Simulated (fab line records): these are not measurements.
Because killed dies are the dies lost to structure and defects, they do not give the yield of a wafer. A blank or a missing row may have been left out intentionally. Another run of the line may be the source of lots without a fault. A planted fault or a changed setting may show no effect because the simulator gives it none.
Split-lot experiment | flow ritCmos | 23 wafers read across 5 lots, on a route 202 steps long

== THE SPLIT ITSELF ==
At RIT_ACTIVE_STRIP_14 (strips in O2, time 180 s), the setting pressureMtorr was moved away from the recipe's 4000 mTorr on 20 of the 23 wafers read, by -10.9% to +10.3%. This setting was run at the recipe's value on the other wafers.

== FROM THE SPLIT ON TO THE READING: in between, the file shows 1 step ==
- RIT_ACTIVE_CLEAN_15: cleans in SC1, time 600 s

== THE READING ==
Si3N4_of_ACTIVE_CVD_03.thkNm (the simulator's own value, which no gauge read), in nm, at RIT_ACTIVE_CLEAN_16 (cleans in dHF, time 30 s). There is no usual value for it anywhere in the file. The 3 wafers here that ran the recipe average 149.2 nm, standard deviation 0.65 nm.

wafer  | tool, chamber at the split | pressureMtorr as run, mTorr | against the recipe | Si3N4_of_ACTIVE_CVD_03.thkNm, nm | against lot-mates on the recipe
L078.1 | plasmaAsher-01, 0,1,0,1,1  | 3564                        | -10.9%             | 131.9                            | no lot-mate on the recipe
L078.2 | plasmaAsher-01, 0,1,0,1,1  | 3564                        | -10.9%             | 130.5                            | no lot-mate on the recipe
L078.3 | plasmaAsher-01, 0,1,0,1,1  | 3564                        | -10.9%             | 130.9                            | no lot-mate on the recipe
L078.4 | plasmaAsher-01, 0,1,0,1,1  | 3564                        | -10.9%             | 130.4                            | no lot-mate on the recipe
L078.5 | plasmaAsher-01, 0,1,0,1,1  | 3564                        | -10.9%             | 132.6                            | no lot-mate on the recipe
L079.1 | plasmaAsher-03, 0,1,1,0,0  | 4165                        | +4.1%              | 155.7                            | no lot-mate on the recipe
L079.2 | plasmaAsher-03, 0,1,1,0,0  | 4165                        | +4.1%              | 154.8                            | no lot-mate on the recipe
L079.3 | plasmaAsher-03, 0,1,1,0,0  | 4165                        | +4.1%              | 155.8                            | no lot-mate on the recipe
L079.4 | plasmaAsher-03, 0,1,1,0,0  | 4165                        | +4.1%              | 155.1                            | no lot-mate on the recipe
L079.5 | plasmaAsher-03, 0,1,1,0,0  | 4165                        | +4.1%              | 155.9                            | no lot-mate on the recipe
L080.1 | plasmaAsher-04, 1,1,0,0,1  | 4413                        | +10.3%             | 165.3                            | no lot-mate on the recipe
L080.3 | plasmaAsher-04, 1,1,0,0,1  | 4413                        | +10.3%             | 163.9                            | no lot-mate on the recipe
L080.4 | plasmaAsher-04, 1,1,0,0,1  | 4413                        | +10.3%             | 164.7                            | no lot-mate on the recipe
L080.6 | plasmaAsher-04, 1,1,0,0,1  | 4413                        | +10.3%             | 164.7                            | no lot-mate on the recipe
L080.5 | plasmaAsher-04, 1,1,0,0,1  | 4413                        | +10.3%             | 164.3                            | no lot-mate on the recipe
L083.1 | plasmaAsher-04, 1,0,1,0,1  | 3647                        | -8.8%              | 138.8                            | no lot-mate on the recipe
L083.4 | plasmaAsher-04, 1,0,1,0,1  | 3647                        | -8.8%              | 138.8                            | no lot-mate on the recipe
L083.2 | plasmaAsher-04, 1,0,1,0,1  | 3647                        | -8.8%              | 140.1                            | no lot-mate on the recipe
L083.3 | plasmaAsher-04, 1,0,1,0,1  | 3647                        | -8.8%              | 140.4                            | no lot-mate on the recipe
L083.5 | plasmaAsher-04, 1,0,1,0,1  | 3647                        | -8.8%              | 140.6                            | no lot-mate on the recipe
L085.1 | plasmaAsher-01, 0,0,1      | 4000                        | recipe             | 149.3                            | -
L085.5 | plasmaAsher-01, 0,0,1      | 4000                        | recipe             | 150                              | -
L085.6 | plasmaAsher-01, 0,0,1      | 4000                        | recipe             | 148.4                            | -
The file does not say which wafer passed through which chamber wherever a row lists several chambers: such a row stands for several wafers.

FIT RESULTS
A straight line over all 23 wafers: Si3N4_of_ACTIVE_CVD_03.thkNm changes by +1.45 nm for each +1% of pressureMtorr; r = +0.99; the points scatter about the line by 2 nm.
Too few moved wafers have a lot-mate on the recipe to fit a line with each lot's own level taken away.

== THE WHOLE CHAIN: every reading that the file lists as answering this split, in the file's order ==
step                | what it does              | reading                                                                       | change (the file's fit)              | r (the file's)
RIT_ACTIVE_CLEAN_15 | cleans in SC1, time 600 s | Si3N4_of_ACTIVE_CVD_03.thkNm (the simulator's own value, which no gauge read) | +1.46 nm for each +1% of the setting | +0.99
RIT_ACTIVE_CLEAN_16 | cleans in dHF, time 30 s  | Si3N4_of_ACTIVE_CVD_03.thkNm (the simulator's own value, which no gauge read) | +1.45 nm for each +1% of the setting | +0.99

== FILE'S OWN FIT ==
Si3N4_of_ACTIVE_CVD_03.thkNm changes by +1.45 nm for each +1% of pressureMtorr, r = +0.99.
